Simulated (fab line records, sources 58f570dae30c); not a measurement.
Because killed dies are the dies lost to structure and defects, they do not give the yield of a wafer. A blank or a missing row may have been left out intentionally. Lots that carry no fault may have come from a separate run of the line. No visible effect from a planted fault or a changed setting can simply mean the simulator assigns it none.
Code-filled problem report in 8D (eight disciplines) form | flow berkeley-cmos170 | the parts of the form that need people (team, actions taken, sign-off) are left out

## 1. THE ISSUE
At UCB170_NWELL_IMPLANT_14, beam-energy-keV averages 144.75 over 6 wafers from 2 lots, while fault-free wafers read 150.01, standard deviation 0.057. Relative to the usual mean, that is a shift of -92 standard deviations.
Seen first at day 4 01:17 on implanter-03, wafer L908.1. At this step, 18 wafers from 6 lots have a number in the record. Rule for "out" (also "out of limits"): further than 4 standard deviations from the usual mean. All remaining wafers that have a number are taken as sound.

## 2. WHAT IT IS AND WHAT IT IS NOT
question                    | is                     | is not
which readings at this step | beam-energy-keV        | -
which lots                  | L908, L910             | L902, L903, L916, L922
which wafers of those lots  | all that have a number | -
read on which tools         | implanter-03           | implanter-02, implanter-04
when                        | from day 4 01:17       | up to then (6 sound wafers); but 6 sound wafers of L916, L922 came after

## 3. THE SUSPECTS, EACH WITH WHAT RULES IT OUT
Counting: a tool at any process step up to the reading remains a suspect when it ran all the lots that are out and ran no sound lot after the first of those.
- implanter-03 at UCB170_NWELL_IMPLANT_14: kept. All lots that are out passed through it, beginning with L908 at day 4 01:17, and no sound lot followed; its final sound lot before that point was L903 at day 2 21:21. Its own readings are out on those wafers: beam-energy-keV.
Left after counting: implanter-03 at UCB170_NWELL_IMPLANT_14.

## 4. THE CAUSE (what the simulator had put in)
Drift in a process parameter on implanter-03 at UCB170_NWELL_IMPLANT_14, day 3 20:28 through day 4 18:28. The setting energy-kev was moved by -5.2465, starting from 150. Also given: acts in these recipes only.
Only this tool survived the counting.

## 5. THE EFFECT CHAIN, in route order
Rows list readings where the struck wafers' mean (over those with a number) sits beyond 3 standard deviations from the usual. Only readings for which the record gives a usual standard deviation are gone through. hours: the time from each lot's start at the first step in this table that gives one to its start at this step, as a median over the lots. sigmas: the change in usual standard deviations.
hours | step                    | reading         | usual  | on struck wafers | change | sigmas
0     | UCB170_NWELL_IMPLANT_14 | beam-energy-keV | 150.01 | 144.75           | -5.26  | -92
Process steps it contains:
- UCB170_NWELL_IMPLANT_14

## 6. HOW IT WOULD HAVE BEEN CAUGHT EARLIER
First out-of-limits reading in this record: day 4 01:17, which is 5 hours after fault onset at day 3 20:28.
